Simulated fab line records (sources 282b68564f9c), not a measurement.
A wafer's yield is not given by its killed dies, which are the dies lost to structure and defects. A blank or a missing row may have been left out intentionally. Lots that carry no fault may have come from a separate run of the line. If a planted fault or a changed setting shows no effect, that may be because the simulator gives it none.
What tool caused it? | flow rit cmos | 39 wafers from 13 lots sampled at 5 of the route's 202 steps

== WHAT EACH GAUGE READ, for each wafer ==
RIT_NWELL_OVL_MEAS_06. Usual: NWELL_OVL typically reads -1.6 nm, with standard deviation 1.4.
lot  | measured    | on         | NWELL_OVL (nm) | flag
L907 | day 2 02:34 | overlay-01 | -1.1 0.3 -1.7  |
L908 | day 2 07:11 | overlay-02 | -3.7 -3.3 -1.9 |
L909 | day 2 11:50 | overlay-01 | -1.4 -2.5 -0.5 |
L910 | day 2 17:47 | overlay-02 | -4.0 -2.9 -3.5 |
L912 | day 3 02:17 | overlay-01 | -2.3 -0.8 -1.8 |
L913 | day 3 07:23 | overlay-02 | -1.1 -3.5 0.3  |
L917 | day 4 04:40 | overlay-02 | -0.1 -1.9 -1.9 |
L918 | day 4 08:52 | overlay-02 | -1.7 0.3 -3.0  |
L921 | day 5 00:15 | overlay-02 | -3.2 -3.2 -5.0 |
L924 | day 5 14:09 | overlay-02 | -3.6 -2.0 -1.4 |
L927 | day 6 05:20 | overlay-01 | -4.3 -3.3 -2.6 |
L928 | day 6 10:20 | overlay-01 | -1.5 -1.1 -1.0 |
L929 | day 6 15:13 | overlay-01 | -2.0 -2.2 -2.3 |

RIT_WELLDRIVE_RS_MEAS_02: measurement is done with a four-point probe. Usual: PWELL_RS typically reads 429.4 ohm/sq, with standard deviation 1.2.
lot  | measured    | on            | PWELL_RS (ohm/sq) | flag
L907 | day 2 10:27 | film metro-04 | 431.1 430.0 430.3 |
L908 | day 2 14:56 | film metro-02 | 430.1 429.4 430.2 |
L909 | day 2 19:33 | film metro-03 | 429.9 430.8 430.2 |
L910 | day 3 01:22 | film metro-02 | 428.0 430.1 429.6 |
L912 | day 3 10:25 | film metro-03 | 429.0 430.3 428.4 |
L913 | day 3 15:05 | film metro-02 | 429.9 429.5 429.8 |
L917 | day 4 12:16 | film metro-02 | 430.9 431.9 432.1 |
L918 | day 4 16:27 | film metro-03 | 428.5 426.9 428.2 |
L921 | day 5 08:32 | film metro-04 | 427.5 429.9 428.2 |
L924 | day 5 21:54 | film metro-04 | 430.7 430.5 430.6 |
L927 | day 6 13:21 | film metro-02 | 429.0 428.5 428.3 |
L928 | day 6 18:25 | film metro-03 | 428.9 428.4 428.3 |
L929 | day 6 22:46 | film metro-04 | 429.1 427.0 428.1 |

RIT_GATE_THK_MEAS_09. Usual: GATE_POLY_THK typically reads 250.9 nm, with standard deviation 2.1.
lot  | measured    | on            | GATE_POLY_THK (nm) | flag
L907 | day 2 17:43 | film metro-02 | 252.1 249.6 250.1  |
L908 | day 2 21:49 | film metro-01 | 250.1 248.3 249.5  |
L909 | day 3 02:17 | film metro-03 | 248.9 247.6 247.4  |
L910 | day 3 08:28 | film metro-01 | 252.2 251.0 253.2  |
L912 | day 3 17:56 | film metro-03 | 253.1 252.4 253.5  |
L913 | day 3 21:58 | film metro-01 | 252.0 252.3 253.2  |
L917 | day 4 19:05 | film metro-03 | 250.1 247.8 247.8  |
L918 | day 4 23:23 | film metro-01 | 248.0 247.3 245.5  |
L921 | day 5 15:40 | film metro-03 | 249.7 248.6 250.1  |
L924 | day 6 05:04 | film metro-02 | 254.3 253.1 253.2  |
L927 | day 6 20:02 | film metro-02 | 200.5 200.5 197.7  | OFF
L928 | day 7 01:23 | film metro-02 | 254.4 253.7 250.2  |
L929 | day 7 06:09 | film metro-02 | 248.9 251.5 251.7  |

== WHAT TOOL EACH LOT RAN ON (gives the tool, then ch and the chambers of the sampled wafers, and finally the start) ==
lot  | RIT_NWELL_STRIP_09                  | RIT_GATE_CVD_08
L907 | plasma asher-01 ch 0,1, day 2 02:59 | lpcvd-01 ch 1, day 2 16:05
L908 | plasma asher-03 ch 1, day 2 07:37   | lpcvd-02 ch 1, day 2 20:12
L909 | plasma asher-03 ch 0,1, day 2 12:16 | lpcvd-01 ch 1, day 3 00:40
L910 | plasma asher-03 ch 0,1, day 2 18:16 | lpcvd-01 ch 0, day 3 06:51
L912 | plasma asher-03 ch 0,1, day 3 02:43 | lpcvd-02 ch 0, day 3 16:19
L913 | plasma asher-01 ch 1, day 3 07:49   | lpcvd-01 ch 0, day 3 20:21
L917 | plasma asher-02 ch 0,1, day 4 05:09 | lpcvd-01 ch 1, day 4 17:27
L918 | plasma asher-02 ch 0,1, day 4 09:21 | lpcvd-02 ch 1, day 4 21:44
L921 | plasma asher-03 ch 0,1, day 5 00:44 | lpcvd-02 ch 0, day 5 14:02
L924 | plasma asher-02 ch 0,1, day 5 14:35 | lpcvd-01 ch 1, day 6 03:26
L927 | plasma asher-02 ch 0,1, day 6 05:46 | lpcvd-02 ch 0, day 6 18:25
L928 | plasma asher-02 ch 0,1, day 6 10:46 | lpcvd-01 ch 0, day 6 23:46
L929 | plasma asher-03 ch 0,1, day 6 15:39 | lpcvd-01 ch 1, day 7 04:32
- RIT_NWELL_STRIP_09: strips in O2, time 180 s.
- RIT_GATE_CVD_08: deposits poly-Si from SiH4, target thk 250 nm, time 2220 s.

== AS READ BY THE TOOLS THEMSELVES (means over the sampled wafers that have a number; for cases with no such wafer, the mark the record gives instead) ==
RIT_NWELL_STRIP_09. Usual: drypump motor current A 5.5 A, standard deviation 0.38; o2 flow sccm 3999 sccm, standard deviation 12.
lot  | tool            | drypump motor current A (A) | o2 flow sccm (sccm) | flag
L907 | plasma asher-01 | 5.8                         | 3993                |
L908 | plasma asher-03 | 5.1                         | 4003                |
L909 | plasma asher-03 | 5.3                         | 4006                |
L910 | plasma asher-03 | 5.2                         | 4001                |
L912 | plasma asher-03 | 5.3                         | 3998                |
L913 | plasma asher-01 | 6.2                         | 4005                |
L917 | plasma asher-02 | 5.9                         | 4016                |
L918 | plasma asher-02 | 5.7                         | 3994                |
L921 | plasma asher-03 | 5.3                         | 3996                |
L924 | plasma asher-02 | 5.7                         | 4001                |
L927 | plasma asher-02 | 5.9                         | 3995                |
L928 | plasma asher-02 | 5.9                         | 4000                |
L929 | plasma asher-03 | 5.2                         | 4002                |

RIT_GATE_CVD_08. Usual: sih4 flow sccm 100.0 sccm, standard deviation 0.3; spike tc source C 631.4 C, standard deviation 2.1; zone power centre pct 26.9 %, standard deviation 1.7.
lot  | tool     | sih4 flow sccm (sccm) | spike tc source C (C) | zone power centre pct (%) | flag
L907 | lpcvd-01 | 99.9                  | 631.4                 | 27.7                      |
L908 | lpcvd-02 | 100.3                 | 630.7                 | 28.1                      |
L909 | lpcvd-01 | 100.3                 | 631.0                 | 28.1                      |
L910 | lpcvd-01 | 99.8                  | 631.0                 | 26.1                      |
L912 | lpcvd-02 | 99.9                  | 635.6                 | 23.6                      |
L913 | lpcvd-01 | 100.1                 | 633.0                 | 25.6                      |
L917 | lpcvd-01 | 100.2                 | 631.6                 | 27.5                      |
L918 | lpcvd-02 | 99.9                  | 631.1                 | 27.8                      |
L921 | lpcvd-02 | 100.5                 | 634.5                 | 23.3                      |
L924 | lpcvd-01 | 99.7                  | 631.0                 | 27.8                      |
L927 | lpcvd-02 | 80.0                  | 635.4                 | 23.3                      | OFF
L928 | lpcvd-01 | 100.0                 | 631.8                 | 25.9                      |
L929 | lpcvd-01 | 99.9                  | 630.1                 | 27.9                      |

== THE ANSWER, worked out from the rows above alone ==
Rule: lot off if the mean of its wafers having a number is beyond 3 standard deviations from the usual mean. A lot without any number at a reading at which 4 lots or more have one is off too. All remaining lots with rows at the step are treated as sound. The gauges are gone through in route order, then the tools' own readings, and for those a lot's mean is taken as printed above. At the first step where some lot is off, the reading lying furthest off is the one used; lots without a number count as furthest.
Off: L927, seen at RIT_GATE_THK_MEAS_09 (GATE_POLY_THK).
A tool fits if, at a process step before that reading, it ran every lot that is off, and no sound lot after the first of them. Not tried: the gauges at RIT_GATE_THK_MEAS_09; whatever is off there is also off at RIT_GATE_CVD_08, on other tools, and gauge error can't account for it. One fits: lpcvd-02 at RIT_GATE_CVD_08. A fault onset in the window from L921 (day 5 14:02, its last sound lot) to L927 (day 6 18:25, its first lot off) fits.
The tool's own readings at RIT_GATE_CVD_08 bear it out: on the lots that are off they differ by more than 5 times the standard deviation of the sound lots' means. sih4 flow sccm reads 80.0 sccm there against 100.0 sccm on the sound lots.

== WHAT THE SIMULATOR PUT IN ==
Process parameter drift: lpcvd-02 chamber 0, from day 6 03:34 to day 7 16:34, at RIT_GATE_CVD_08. From 100, the setting sih4 flow sccm moved by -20.
Lots struck among those shown: L927. The rule above reached the same finding.
